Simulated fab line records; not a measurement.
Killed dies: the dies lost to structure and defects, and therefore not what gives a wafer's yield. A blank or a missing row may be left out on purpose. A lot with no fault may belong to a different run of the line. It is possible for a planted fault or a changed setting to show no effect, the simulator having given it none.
Lot-split experiment ; flow rit cmos ; on a route of 202 steps: 5 lots, 23 wafers read

== THE SPLIT ITSELF ==
At RIT_GATE_CVD_08 (deposits poly-Si from SiH4, target thk 250 nm, time 2220 s), the setting time s was moved away from the recipe's 2220 s on 20 of the 23 wafers read, by -12.1% to -3.8%. This setting was run at the recipe's value on the other wafers.

No step appears in the file between the split and the reading.

== THE READING ==
GATE_POLY_THK (nm), taken at RIT_GATE_THK_MEAS_09. A value of 251.5 nm with a standard deviation of 2.5 nm is what fault-free wafers of this fab line usually give.

wafer;tool, chamber at the split;time s as run, s;against the recipe;GATE_POLY_THK, nm;against lot-mates on the recipe
L074.1;-, -;2007;-9.6%;225.4;no lot-mate on the recipe
L074.2;-, -;2007;-9.6%;228.7;no lot-mate on the recipe
L074.3;-, -;2007;-9.6%;225.8;no lot-mate on the recipe
L074.4;-, -;2007;-9.6%;225.8;no lot-mate on the recipe
L074.5;-, -;2007;-9.6%;227.9;no lot-mate on the recipe
L079.2;-, -;2111;-4.9%;236.9;no lot-mate on the recipe
L079.3;-, -;2111;-4.9%;239.7;no lot-mate on the recipe
L079.4;-, -;2111;-4.9%;240.3;no lot-mate on the recipe
L079.5;-, -;2111;-4.9%;238.8;no lot-mate on the recipe
L079.6;-, -;2111;-4.9%;239.4;no lot-mate on the recipe
L080.1;-, -;2136;-3.8%;242.0;no lot-mate on the recipe
L080.2;-, -;2136;-3.8%;239.9;no lot-mate on the recipe
L080.3;-, -;2136;-3.8%;241.3;no lot-mate on the recipe
L080.4;-, -;2136;-3.8%;239.4;no lot-mate on the recipe
L080.5;-, -;2136;-3.8%;240.9;no lot-mate on the recipe
L081.1;-, -;1952;-12.1%;224.2;no lot-mate on the recipe
L081.2;-, -;1952;-12.1%;223.4;no lot-mate on the recipe
L081.3;-, -;1952;-12.1%;222.2;no lot-mate on the recipe
L081.5;-, -;1952;-12.1%;223.9;no lot-mate on the recipe
L081.6;-, -;1952;-12.1%;223.1;no lot-mate on the recipe
L082.3;lpcvd-01, 1;2220;recipe;250.4;-
L082.4;lpcvd-01, 1;2220;recipe;250.6;-
L082.6;lpcvd-01, 1;2220;recipe;248.9;-

THE FIT
A straight line over all 23 wafers: GATE_POLY_THK changes by +2.25 nm for each +1% of time s; r = +0.99; the points scatter about the line by 1.4 nm.
Too few moved wafers have a lot-mate on the recipe to fit a line with each lot's own level taken away.

== THE WHOLE CHAIN: every reading that the file lists as answering this split, in the file's order ==
step;what it does;reading;change (the file's fit);r (the file's)
RIT_GATE_CVD_08;deposits poly-Si from SiH4, target thk 250 nm, time 2220 s;poly-Si_of_GATE_CVD_08.thk nm (the simulator's own value, which no gauge read);+2.24 nm for each +1% of the setting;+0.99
RIT_GATE_THK_MEAS_09;;GATE_POLY_THK;+2.25 for each +1% of the setting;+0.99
RIT_SPACER_ETCHBACK_05;etches Si3N4 in SF6/CHF3, stops on SiO2, target depth 250 nm, time 240 s;poly-Si_of_GATE_CVD_08.thk nm (the simulator's own value, which no gauge read);+2.41 nm for each +1% of the setting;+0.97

== FILE'S OWN FIT ==
GATE_POLY_THK changes by +2.25 nm for each +1% of time s, r = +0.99.
